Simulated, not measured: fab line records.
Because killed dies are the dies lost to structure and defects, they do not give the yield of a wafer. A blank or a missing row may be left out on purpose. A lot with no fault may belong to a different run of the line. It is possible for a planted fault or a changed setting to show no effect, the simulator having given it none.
fab line records | flow rit-cmos
record: lots: 7 | wafers: 21 | last-day: 7
route steps=202 shown GATE@94 REOX@98 NLDD@103 M1@202
lots that met no fault: taken from a fault-free run of the same line
start-h: hours from the record's opening day to when the first of the lot's shown wafers began | wait-h: hours elapsed since this lot's preceding step | " identical to the entry in the row above | L1.1+2: one row covering several wafers at once | - either no value or no given start | * or withheld: withheld | < > ~ a bound
route shown NAME@n: NAME is a module with steps in the file, n the number in the route of the first one | usual: mean and standard deviation over wafers with no fault | same: alike in all rows | chamber/n: place in a boat | sites: per-site readings | _std_site: standard deviation across them | _edge_site: inner sites' mean taken away from outer sites' mean | radius-mm: for every site, how far away it sits from the centre of the wafer | mask NAME#n: copy n | behind: tool/chamber where the wafer was last shaped | hold: what put the lot on hold/how long, in hours/how the hold closed | device: names the non-switching transistor (n, p or np) | end of line: tests run on the same wafers once the route is complete | where a step has no rows: the recipe by itself | killed: the dies lost at the first sort to structure and to defects; this is not the yield of the wafer | map: per-die view of a wafer (x killed, . not killed, _ where there is no die)
set.NAME: the run value of the setting; set.NAME@STEP: its run value at that earlier step | model.NAME: the simulator's own value behind a step, which no gauge read
lots at some steps of the route; a table a step, a row a wafer
services: the hour from which a tool's chamber was out of use, counted from the record's first day as start-h (under 0 if before that day), plus the number of hours and why
== steps ==
step: RIT_GATE_HARDBAKE_18
recipe: resist: NOVOLAK | temp-c: 140 | time-s: 60
step: RIT_GATE_ETCH_19
recipe: chemistry: SF6/CHF3/O2 | time-s: 165 | SF6_flow_sccm: 30 | CHF3_flow_sccm: 30 | O2_flow_sccm: 5 | target: poly-Si | pressure-mtorr: 40 | rf-w: 160 | target-depth-a: 3125 | over-etch-frac: 0.2745 | stop-on: SiO2
usual: SF6_flow_sccm: 29.99/0.093 | chamber-pressure-mTorr: 40.00/0.033 | drypump-motor-current-A: 5.7/0.53 | oes-product-au: 0.840/0.014 | throttle-valve-pct: 10.28/0.051
lot.wafer | tool      | chamber | start-h | wait-h | SF6_flow_sccm | chamber-pressure-mTorr | drypump-motor-current-A | oes-product-au | rf-hours-counter-h | throttle-valve-pct
L342.1    | rie-si-01 | 1       | 52.50   | 0.1    | 29.88         | 40.01                  | 5.2                     | 0.849          | 0                  | 10.26
L342.4    | "         | 3       | "       | "      | 30.00         | 39.96                  | 6.7                     | 0.838          | 123                | 10.28
L342.5    | "         | 1       | "       | "      | 30.00         | 40.00                  | 5.2                     | 0.854          | -                  | 10.27
L344.1    | rie-si-01 | 1       | 63.34   | 0.1    | 30.05         | 40.03                  | 5.2                     | 0.834          | 0                  | 10.25
L344.5    | "         | 1       | "       | "      | 29.85         | 39.95                  | 5.2                     | 0.841          | -                  | 10.24
L344.6    | "         | 2       | "       | "      | 30.04         | 40.05                  | 5.8                     | 0.831          | -                  | 10.24
L352.1    | rie-si-01 | 2       | 97.73   | 0.1    | 29.91         | 39.98                  | 5.8                     | 0.833          | 148                | 10.24
L352.3    | "         | 3       | "       | "      | 30.13         | 39.99                  | 6.7                     | 0.841          | 124                | 10.28
L352.4    | "         | 0       | "       | "      | 29.97         | 40.02                  | 5.4                     | 0.823          | 39                 | 10.23
L353.1    | rie-si-02 | 3       | 101.67  | 0.1    | 29.84         | 39.99                  | 6.4                     | 0.867          | 1                  | 10.26
L353.2    | "         | 0       | "       | "      | 30.20         | 40.00                  | 5.1                     | 0.860          | 151                | 10.33
L353.3    | "         | 1       | "       | "      | 29.94         | 39.99                  | 5.3                     | 0.847          | 131                | 10.25
L354.1    | rie-si-01 | 2       | 107.90  | 0.1    | 29.94         | 40.02                  | 5.8                     | 0.835          | 149                | 10.23
L354.3    | "         | 1       | "       | "      | 29.98         | 39.99                  | 5.2                     | 0.847          | 1                  | 10.26
L354.4    | "         | 0       | "       | "      | 29.90         | 39.98                  | 5.4                     | 0.827          | 39                 | 10.23
L359.2    | rie-si-02 | 2       | 132.57  | 0.1    | 30.09         | 39.97                  | 5.7                     | 0.832          | 109                | 10.38
L359.4    | "         | 0       | "       | "      | 30.05         | 40.01                  | 5.1                     | 0.828          | 0                  | 10.35
L359.5    | "         | 0       | "       | "      | 29.98         | 39.97                  | 5.1                     | 0.837          | -                  | 10.34
L362.2    | rie-si-01 | 1       | 148.53  | 0.1    | 30.08         | 39.97                  | 5.2                     | 0.851          | 1                  | 10.26
L362.3    | "         | 2       | "       | "      | 29.95         | 39.98                  | 5.8                     | 0.830          | 0                  | 10.25
L362.5    | "         | 3       | "       | "      | 29.94         | 40.00                  | 6.7                     | 0.842          | -                  | 10.28
step: RIT_GATE_STRIP_20
recipe: chemistry: O2 | time-s: 180 | resist: NOVOLAK | platen-temp-c: withheld | power-w: 500 | pressure-mtorr: 4000 | o2-flow-sccm: 4000
usual: chamber-pressure-mTorr: 4000/3.6 | drypump-motor-current-A: 6.0/0.6
lot.wafer | tool            | chamber | start-h | wait-h | chamber-pressure-mTorr | drypump-motor-current-A | rf-hours-counter-h
L342.1    | plasma-asher-01 | 1       | 52.61   | 0.1    | 3999                   | 5.9                     | 41
L342.4    | "               | 1       | "       | "      | 4002                   | 5.9                     | -
L342.5    | "               | 0       | "       | "      | 3998                   | 6.6                     | -
L344.1    | plasma-asher-01 | 0       | 63.45   | 0.1    | 4003                   | 6.6                     | 43
L344.5    | "               | 1       | "       | "      | 3999                   | 5.9                     | -
L344.6    | "               | 0       | "       | "      | 4006                   | 6.7                     | -
L352.1    | plasma-asher-02 | 0       | 97.84   | 0.1    | 3996                   | 6.7                     | 47
L352.3    | "               | 1       | "       | "      | 3994                   | 5.9                     | -
L352.4    | "               | 0       | "       | "      | 3998                   | 6.6                     | -
L353.1    | plasma-asher-01 | 0       | 101.78  | 0.1    | 3998                   | 6.6                     | 47
L353.2    | "               | 1       | "       | "      | 4004                   | 5.9                     | 47
L353.3    | "               | 1       | "       | "      | 3997                   | 5.9                     | -
L354.1    | plasma-asher-03 | 0       | 108.01  | 0.1    | 4002                   | 4.9                     | 44
L354.3    | "               | 0       | "       | "      | 4007                   | 4.9                     | -
L354.4    | "               | 1       | "       | "      | 3996                   | 6.2                     | -
L359.2    | plasma-asher-01 | 1       | 132.68  | 0.1    | 4008                   | 5.9                     | 2
L359.4    | "               | 1       | "       | "      | 3999                   | 5.9                     | -
L359.5    | "               | 0       | "       | "      | 4000                   | 6.6                     | -
L362.2    | plasma-asher-03 | 0       | 148.63  | 0.1    | 4002                   | 4.9                     | 49
L362.3    | "               | 0       | "       | "      | 4000                   | 4.9                     | -
L362.5    | "               | 1       | "       | "      | 3993                   | 6.2                     | -
step: RIT_GATE_CD_MEAS_90
recipe: target-cd-nm: 150
usual: cd-nm: 150.1/2.5
lot.wafer | tool      | chamber | start-h | wait-h | cd-nm
L342.1    | cd-sem-02 | -       | 52.78   | 0.1    | 148.1
L342.4    | "         | -       | "       | "      | 147.5
L342.5    | "         | -       | "       | "      | 147.2
L344.1    | cd-sem-02 | -       | 63.63   | 0.1    | 146.4
L344.5    | "         | -       | "       | "      | 146.8
L344.6    | "         | -       | "       | "      | 145.6
L352.1    | cd-sem-02 | -       | 98.01   | 0.1    | 150.3
L352.3    | "         | -       | "       | "      | 150.6
L352.4    | "         | -       | "       | "      | 147.9
L353.1    | cd-sem-01 | -       | 101.95  | 0.1    | 149.5
L353.2    | "         | -       | "       | "      | 149.7
L353.3    | "         | -       | "       | "      | 150.0
L354.1    | cd-sem-02 | -       | 108.18  | 0.1    | 149.7
L354.3    | "         | -       | "       | "      | 149.4
L354.4    | "         | -       | "       | "      | 150.6
L359.2    | cd-sem-02 | -       | 132.87  | 0.1    | 149.8
L359.4    | "         | -       | "       | "      | 152.5
L359.5    | "         | -       | "       | "      | 151.0
L362.2    | cd-sem-02 | -       | 148.83  | 0.1    | 148.7
L362.3    | "         | -       | "       | "      | 151.0
L362.5    | "         | -       | "       | "      | 150.4
step: RIT_REOX_CLEAN_00
recipe: chemistry: SC1 | mix: 3:3:50 | time-s: 600 | temp-c: 75
step: RIT_REOX_CLEAN_01
recipe: chemistry: dHF | dilution: 50:1 | time-s: 30
step: RIT_REOX_CLEAN_02
recipe: chemistry: SC2 | mix: 3:3:50 | time-s: 600 | temp-c: 75 | dry: n2-spin
step: RIT_REOX_OXIDATION_03
recipe: temp-c: 900 | ambient: O2 | target-thk-a: 252 | ox-time-s: 5580
step: RIT_REOX_THK_MEAS_04
recipe: reads: SiO2_of_REOX_OXIDATION_03
usual: REOX_OXIDE_THK: 25.2/0.71
lot.wafer | tool          | chamber | start-h | wait-h | REOX_OXIDE_THK[nm]
L342.1    | film-metro-03 | -       | 55.84   | 0.0    | 25.7
L342.4    | "             | -       | "       | "      | 25.9
L342.5    | "             | -       | "       | "      | 25.9
L344.1    | film-metro-04 | -       | 69.77   | 0.0    | 26.1
L344.5    | "             | -       | "       | "      | 26.2
L344.6    | "             | -       | "       | "      | 26.5
L352.1    | film-metro-04 | -       | 101.12  | 0.0    | 24.9
L352.3    | "             | -       | "       | "      | 25.2
L352.4    | "             | -       | "       | "      | 24.8
L353.1    | film-metro-04 | -       | 105.25  | 0.0    | 24.3
L353.2    | "             | -       | "       | "      | 24.8
L353.3    | "             | -       | "       | "      | 24.2
L354.1    | film-metro-03 | -       | 111.92  | 0.0    | 25.1
L354.3    | "             | -       | "       | "      | 25.2
L354.4    | "             | -       | "       | "      | 25.2
L359.2    | film-metro-01 | -       | 135.90  | 0.0    | 25.3
L359.4    | "             | -       | "       | "      | 25.3
L359.5    | "             | -       | "       | "      | 25.1
L362.2    | film-metro-01 | -       | 151.86  | 0.0    | 26.7
L362.3    | "             | -       | "       | "      | 26.4
L362.5    | "             | -       | "       | "      | 26.8
step: RIT_NLDD_HMDS_00
recipe: prime-time-s: 60 | prime-temp-c: 140
step: RIT_NLDD_COAT_01
recipe: resist: NOVOLAK | spin-rpm: 3250 | resist-thk-nm: 1000
step: RIT_NLDD_SOFTBAKE_02
recipe: resist: NOVOLAK | temp-c: 90 | time-s: 60
step: RIT_NLDD_EXPOSE_03
recipe: mask-id: M7 | na: 0.57 | target-cd-nm: 40700 | dose-mj: 250
usual: reticle-temp-C: 22.98/0.093
lot.wafer | tool             | chamber | start-h | wait-h | mask | reticle-temp-C | model.NLDD.overlay-x-nm
L342.1    | iline-stepper-02 | 0       | 56.56   | 0.2    | M7#0 | 22.91          | 0.6611
L342.4    | "                | 0       | "       | "      | M7#0 | 22.85          | 0.6611
L342.5    | "                | 0       | "       | "      | M7#0 | 22.92          | 0.6611
L344.1    | iline-stepper-01 | 0       | 70.37   | 0.1    | M7#0 | 22.93          | -0.06638
L344.5    | "                | 0       | "       | "      | M7#0 | 22.98          | -0.06638
L344.6    | "                | 0       | "       | "      | M7#0 | 22.88          | -0.06638
L352.1    | iline-stepper-02 | 0       | 101.75  | 0.2    | M7#0 | 22.86          | 1.342e+04
L352.3    | "                | 0       | "       | "      | M7#0 | 22.95          | 1.342e+04
L352.4    | "                | 0       | "       | "      | M7#0 | 22.83          | 1.342e+04
L353.1    | iline-stepper-02 | 0       | 105.76  | 0.1    | M7#0 | 23.08          | 1.342e+04
L353.2    | "                | 0       | "       | "      | M7#0 | 23.00          | 1.342e+04
L353.3    | "                | 0       | "       | "      | M7#0 | 23.09          | 1.342e+04
L354.1    | iline-stepper-02 | 0       | 112.57  | 0.1    | M7#0 | 22.86          | 1.342e+04
L354.3    | "                | 0       | "       | "      | M7#0 | 22.87          | 1.342e+04
L354.4    | "                | 0       | "       | "      | M7#0 | 22.99          | 1.342e+04
L359.2    | iline-stepper-01 | 0       | 136.57  | 0.3    | M7#0 | 22.86          | 0.4413
L359.4    | "                | 0       | "       | "      | M7#0 | 23.03          | 0.4413
L359.5    | "                | 0       | "       | "      | M7#0 | 23.01          | 0.4413
L362.2    | iline-stepper-01 | 0       | 152.50  | 0.2    | M7#0 | 22.94          | 0.3274
L362.3    | "                | 0       | "       | "      | M7#0 | 22.87          | 0.3274
L362.5    | "                | 0       | "       | "      | M7#0 | 22.90          | 0.3274
step: RIT_NLDD_PEB_04
recipe: resist: NOVOLAK | temp-c: withheld | time-s: withheld
step: RIT_NLDD_DEVELOP_05
recipe: resist: NOVOLAK | develop-time-s: 50 | dev-temp-c: 23
step: RIT_NLDD_OVL_MEAS_06
usual: NLDD_OVL: 0.1/1.2
lot.wafer | tool       | chamber | start-h | wait-h | NLDD_OVL[nm]
L342.1    | overlay-01 | -       | 57.08   | -      | 2.2
L342.4    | "          | -       | "       | "      | 1.8
L342.5    | "          | -       | "       | "      | 2.0
L344.1    | overlay-01 | -       | 70.77   | -      | 1.1
L344.5    | "          | -       | "       | "      | 1.6
L344.6    | "          | -       | "       | "      | -0.4
L352.1    | overlay-01 | -       | 102.15  | -      | -
L352.3    | "          | -       | "       | "      | -
L352.4    | "          | -       | "       | "      | -
L353.1    | overlay-02 | -       | 106.16  | -      | -
L353.2    | "          | -       | "       | "      | -
L353.3    | "          | -       | "       | "      | -
L354.1    | overlay-01 | -       | 112.97  | -      | -
L354.3    | "          | -       | "       | "      | -
L354.4    | "          | -       | "       | "      | -
L359.2    | overlay-01 | -       | 136.95  | -      | 1.0
L359.4    | "          | -       | "       | "      | 0.4
L359.5    | "          | -       | "       | "      | 1.8
L362.2    | overlay-02 | -       | 152.89  | -      | 0.5
L362.3    | "          | -       | "       | "      | 0.9
L362.5    | "          | -       | "       | "      | -1.2
step: RIT_NLDD_HARDBAKE_07
recipe: resist: NOVOLAK | temp-c: 140 | time-s: 60
step: RIT_M1_PROBE_99
usual: killed-at-contacts: 0.2/0.38 | killed-at-front-end: 6.7/3 | killed-dies: 6.9/3 | killed-on-rim: 1.8/1.4 | killed-open: 3.5/1.9 | killed-short: 3.3/2
same: gross-dies: 264 | killed_at_M0_to_M3: 0 | killed_at_M4_up: 0 | killed-at-back-side: 0 | killed-at-other: 0
lot.wafer | tool      | chamber | start-h | wait-h | killed-at-contacts | killed-at-front-end | killed-dies | killed-on-rim | killed-open | killed-short | model.etest.nldd.width-nm | model.etest.nldd.line-ohm-um | model.etest.pmos_0p15.junction-log10-a-um | model.etest.pmos-narrow.off-log10-a-um | model.etest.nmos_0p15.off-log10-a-um | model.etest.pmos_0p3.off-log10-a-um | model.etest.pmos_0p15.bv-v | model.etest.pmos_0p3.bv-v
L342.1    | prober-01 | -       | 73.67   | 0.1    | 0                  | 12                  | 12          | 2             | 5           | 7            | 3153                      | 129.3                        | -13.75                                    | -12.62                                 | -10.39                               | -12.71                              | 5.615                      | 5.614
L342.4    | prober-01 | -       | 73.82   | 0.2    | 1                  | 10                  | 11          | 2             | 6           | 5            | 3158                      | 130.9                        | -13.76                                    | -12.53                                 | -10.21                               | -12.68                              | 5.59                       | 5.59
L342.5    | prober-01 | -       | 73.87   | 0.2    | 0                  | 4                   | 4           | 1             | 2           | 2            | 3160                      | 130.5                        | -13.74                                    | -12.52                                 | -10.26                               | -12.77                              | 5.616                      | 5.616
L344.1    | prober-01 | -       | 86.61   | 0.1    | 0                  | 5                   | 5           | 0             | 2           | 3            | 3165                      | 131.8                        | -13.73                                    | -13.13                                 | -10.09                               | -13.08                              | 5.767                      | 5.767
L344.5    | prober-01 | -       | 86.81   | 0.2    | 0                  | 10                  | 10          | 1             | 5           | 5            | 3165                      | 132                          | -13.88                                    | -12.98                                 | -10.16                               | -13.11                              | 5.754                      | 5.754
L344.6    | prober-01 | -       | 86.86   | 0.2    | 0                  | 4                   | 4           | 2             | 2           | 2            | 3131                      | 136.6                        | -13.85                                    | -12.99                                 | -10.04                               | -13.09                              | 5.742                      | 5.742
L352.1    | prober-01 | -       | 118.17  | 0.1    | 0                  | 264                 | 264         | 70            | 7           | 3            | 2169                      | 173.7                        | -                                         | -4.827                                 | -13.35                               | -                                   | 1.171                      | 1.157
L352.3    | prober-01 | -       | 118.27  | 0.2    | 1                  | 263                 | 264         | 70            | 7           | 3            | 2159                      | 175.8                        | -5.864                                    | -7.47                                  | -13.75                               | -7.105                              | 1.754                      | 1.768
L352.4    | prober-01 | -       | 118.32  | 0.2    | 0                  | 264                 | 264         | 70            | 3           | 7            | 2171                      | 174.3                        | -5.143                                    | -6.072                                 | -13.49                               | -4.986                              | -                          | -
L353.1    | prober-02 | -       | 121.56  | 0.1    | 0                  | 264                 | 264         | 70            | 7           | 2            | 2209                      | 169.8                        | -                                         | -                                      | -13.41                               | -                                   | 1.075                      | 1.132
L353.2    | prober-02 | -       | 121.61  | 0.1    | 0                  | 264                 | 264         | 70            | 4           | 2            | 2189                      | 175                          | -10.79                                    | -12.62                                 | -13.6                                | -12.35                              | 5.581                      | 5.582
L353.3    | prober-02 | -       | 121.66  | 0.2    | 0                  | 264                 | 264         | 70            | 3           | 2            | 2206                      | 171.7                        | -8.578                                    | -8.473                                 | -13.48                               | -8.545                              | 3.17                       | 3.31
L354.1    | prober-01 | -       | 128.37  | 0.1    | 0                  | 264                 | 264         | 70            | 1           | 3            | 2195                      | 176.7                        | -10.42                                    | -9.999                                 | -13.54                               | -10.35                              | 4.881                      | 5.014
L354.3    | prober-01 | -       | 128.47  | 0.2    | 0                  | 264                 | 264         | 70            | 3           | 5            | 2179                      | 178.1                        | -10.58                                    | -9.281                                 | -13.52                               | -12.47                              | 5.652                      | 5.652
L354.4    | prober-01 | -       | 128.52  | 0.2    | 0                  | 264                 | 264         | 70            | 2           | 1            | 2185                      | 176.1                        | -9.625                                    | -8.387                                 | -13.45                               | -9.781                              | 3.902                      | 4.075
L359.2    | prober-02 | -       | 152.62  | 0.1    | 0                  | 4                   | 4           | 0             | 1           | 3            | 3153                      | 118.2                        | -13.92                                    | -12.94                                 | -9.949                               | -12.88                              | 5.698                      | 5.696
L359.4    | prober-02 | -       | 152.72  | 0.2    | 0                  | 6                   | 6           | 2             | 3           | 3            | 3151                      | 120.8                        | -13.84                                    | -13                                    | -10.17                               | -12.96                              | 5.721                      | 5.72
L359.5    | prober-02 | -       | 152.77  | 0.2    | 0                  | 4                   | 4           | 0             | 1           | 3            | 3167                      | 119.5                        | -13.8                                     | -12.92                                 | -10.08                               | -12.93                              | 5.714                      | 5.713
L362.2    | prober-01 | -       | 168.80  | 0.1    | 2                  | 3                   | 5           | 2             | 1           | 2            | 3185                      | 131.7                        | -13.76                                    | -12.49                                 | -10.08                               | -12.86                              | 5.607                      | 5.607
L362.3    | prober-01 | -       | 168.85  | 0.2    | 0                  | 7                   | 7           | 2             | 5           | 2            | 3178                      | 128.4                        | -13.76                                    | -12.83                                 | -10.29                               | -12.95                              | 5.558                      | 5.558
L362.5    | prober-01 | -       | 168.95  | 0.2    | 0                  | 7                   | 7           | 0             | 2           | 5            | 3195                      | 129.9                        | -13.86                                    | -12.7                                  | -10.18                               | -12.87                              | 5.58                       | 5.58
killed by level:class
L342.1 GATE:geometric-particle:short=4 GATE:geometric-particle:open=3 SPACER:geometric-particle:short=2 FOX1:geometric-particle:open=1 REOX:geometric-particle:short=1 SPACER:geometric-particle:open=1
L342.4 FOX2:geometric-particle:open=2 REOX:geometric-particle:open=2 FOX1:geometric-particle:short=1 GATE:geometric-particle:open=1 GATE:geometric-particle:short=1 SPACER:geometric-particle:short=1 SPACER:geometric-particle:open=1 SILICIDE:geometric-particle:short=1
L342.5 SILICIDE:geometric-particle:open=2 GATE:geometric-particle:short=1 SILICIDE:geometric-particle:short=1
L344.1 FOX2:geometric-particle:short=2 FOX2:geometric-particle:open=1 REOX:geometric-particle:open=1 SILICIDE:geometric-particle:short=1
L344.5 GATE:geometric-particle:open=3 FOX1:geometric-particle:short=1 GATE:geometric-particle:short=1 REOX:geometric-particle:short=1 SPACER:geometric-particle:short=1 SPACER:geometric-particle:open=1 SILICIDE:geometric-particle:short=1 SILICIDE:geometric-particle:open=1
L344.6 SPACER:geometric-particle:short=2 FOX1:geometric-particle:open=1 GATE:geometric-particle:open=1
L352.1 NLDD:overlay=254 REOX:geometric-particle:open=2 SPACER:geometric-particle:open=2 SILICIDE:geometric-particle:open=2 FOX1:geometric-particle:short=1 GATE:geometric-particle:open=1 REOX:geometric-particle:short=1 SILICIDE:geometric-particle:short=1
L352.3 NLDD:overlay=254 REOX:geometric-particle:open=2 SPACER:geometric-particle:open=2 GATE:geometric-particle:short=1 GATE:geometric-particle:open=1 REOX:geometric-particle:short=1 SILICIDE:geometric-particle:open=1 SILICIDE:geometric-particle:short=1
L352.4 NLDD:overlay=254 GATE:geometric-particle:short=5 GATE:geometric-particle:open=2 ACTIVE:geometric-particle:short=1 FOX1:geometric-particle:short=1 SPACER:geometric-particle:open=1
L353.1 NLDD:overlay=255 GATE:geometric-particle:open=4 FOX1:geometric-particle:open=1 GATE:geometric-particle:short=1 SPACER:geometric-particle:open=1 SILICIDE:geometric-particle:open=1 SILICIDE:geometric-particle:short=1
L353.2 NLDD:overlay=258 FOX1:geometric-particle:open=1 FOX2:geometric-particle:open=1 GATE:geometric-particle:short=1 GATE:geometric-particle:open=1 REOX:geometric-particle:short=1 REOX:geometric-particle:open=1
L353.3 NLDD:overlay=259 GATE:geometric-particle:open=2 GATE:geometric-particle:short=2 FOX2:geometric-particle:open=1
L354.1 NLDD:overlay=260 GATE:geometric-particle:short=2 FOX1:geometric-particle:open=1 SPACER:geometric-particle:short=1
L354.3 NLDD:overlay=256 GATE:geometric-particle:short=2 REOX:geometric-particle:open=2 SPACER:geometric-particle:short=2 FOX2:geometric-particle:short=1 GATE:geometric-particle:open=1
L354.4 NLDD:overlay=261 FOX1:geometric-particle:short=1 GATE:geometric-particle:open=1 REOX:geometric-particle:open=1
L359.2 FOX2:geometric-particle:short=2 FOX2:geometric-particle:open=1 SPACER:geometric-particle:short=1
L359.4 GATE:geometric-particle:short=3 GATE:geometric-particle:open=2 SILICIDE:geometric-particle:open=1
L359.5 GATE:geometric-particle:short=2 SILICIDE:geometric-particle:short=1 SILICIDE:geometric-particle:open=1
L362.2 CONTACT:coat-microbubble-printed=2 FOX1:geometric-particle:short=1 GATE:geometric-particle:open=1 REOX:geometric-particle:short=1
L362.3 GATE:geometric-particle:open=2 FOX2:geometric-particle:open=1 FOX2:geometric-particle:short=1 REOX:geometric-particle:open=1 SPACER:geometric-particle:short=1 SILICIDE:geometric-particle:open=1
L362.5 GATE:geometric-particle:short=2 FOX2:geometric-particle:short=1 SPACER:geometric-particle:open=1 SPACER:geometric-particle:short=1 SILICIDE:geometric-particle:short=1 SILICIDE:geometric-particle:open=1
map L352.1 (x killed, . not)
________xxxxxxx_______
_____xxxxxxxxxxxxx____
____xxxxxxxxxxxxxxx___
___xxxxxxxxxxxxxxxxx__
__xxxxxxxxxxxxxxxxxxx_
__xxxxxxxxxxxxxxxxxxx_
_xxxxxxxxxxxxxxxxxxxxx
_xxxxxxxxxxxxxxxxxxxxx
_xxxxxxxxxxxxxxxxxxxxx
_xxxxxxxxxxxxxxxxxxxxx
__xxxxxxxxxxxxxxxxxxx_
__xxxxxxxxxxxxxxxxxxx_
___xxxxxxxxxxxxxxxxx__
____xxxxxxxxxxxxxxx___
_____xxxxxxxxxxxxx____
________xxxxxxx_______
map L353.1 (x killed, . not)
________xxxxxxx_______
_____xxxxxxxxxxxxx____
____xxxxxxxxxxxxxxx___
___xxxxxxxxxxxxxxxxx__
__xxxxxxxxxxxxxxxxxxx_
__xxxxxxxxxxxxxxxxxxx_
_xxxxxxxxxxxxxxxxxxxxx
_xxxxxxxxxxxxxxxxxxxxx
_xxxxxxxxxxxxxxxxxxxxx
_xxxxxxxxxxxxxxxxxxxxx
__xxxxxxxxxxxxxxxxxxx_
__xxxxxxxxxxxxxxxxxxx_
___xxxxxxxxxxxxxxxxx__
____xxxxxxxxxxxxxxx___
_____xxxxxxxxxxxxx____
________xxxxxxx_______
== services ==
tool             | chamber | start-h | hours | kind
rie-si-01        | 2       | 36.74   | 8.8   | repair
iline-stepper-02 | -       | 47.82   | 4.0   | repair
rie-si-02        | 0       | 107.17  | -     | clean
rie-si-02        | 0       | 107.17  | 17.7  | scheduled-down
rie-si-02        | 0       | 107.17  | 17.7  | vent-cycle
plasma-asher-01  | -       | 108.75  | 9.0   | pm
plasma-asher-01  | 0       | 108.75  | 9.0   | vent-cycle
plasma-asher-01  | 1       | 108.75  | 9.0   | vent-cycle
iline-stepper-01 | 0       | 115.92  | -     | calibration
plasma-asher-01  | 0       | 117.75  | -     | clean
plasma-asher-01  | 1       | 117.75  | -     | clean
rie-si-01        | 2       | 118.63  | -     | clean
rie-si-01        | 2       | 118.63  | 15.0  | scheduled-down
rie-si-01        | 2       | 118.63  | 15.0  | vent-cycle
iline-stepper-01 | -       | 150.46  | 0.9   | repair
== key ==
first-sign: step: RIT_NLDD_OVL_MEAS_06 | reading: NLDD_OVL | direction: missing
effect: step: RIT_M1_PROBE_99 | reading: killed-at-front-end | direction: up | sigmas: 86 | usual: 6.7 | struck: 263.9
model-effect: step: RIT_NLDD_EXPOSE_03 | value: NLDD.overlay-x-nm | without: -0.2953 | struck: 1.342e+04
model-effect: step: RIT_M1_PROBE_99 | value: etest.nldd.width-nm | without: 3186 | struck: 2185
more-kills-born-at: RIT_NLDD_EXPOSE_03@iline-stepper-02: 2311
met-at RIT_NLDD_EXPOSE_03
struck-wafers L352.1,L352.3,L352.4,L353.1,L353.2,L353.3,L354.1,L354.3,L354.4
tester-left-out L352,L353,L354
onset-between 56.56 101.75
fault: kind: scanner-matching-overlay | tool: iline-stepper-02 | chamber: - | onset-h: 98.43 | steps: RIT_NLDD_EXPOSE_03 | offset: 13418
tester-left-out: of these lots the tester's yield and bins aren't shown, on N5 and GAA mostly nor the transistor test; their killed dies are dies lost to structure and defects alone, not to doping, threshold or leakage, so they don't give the yield
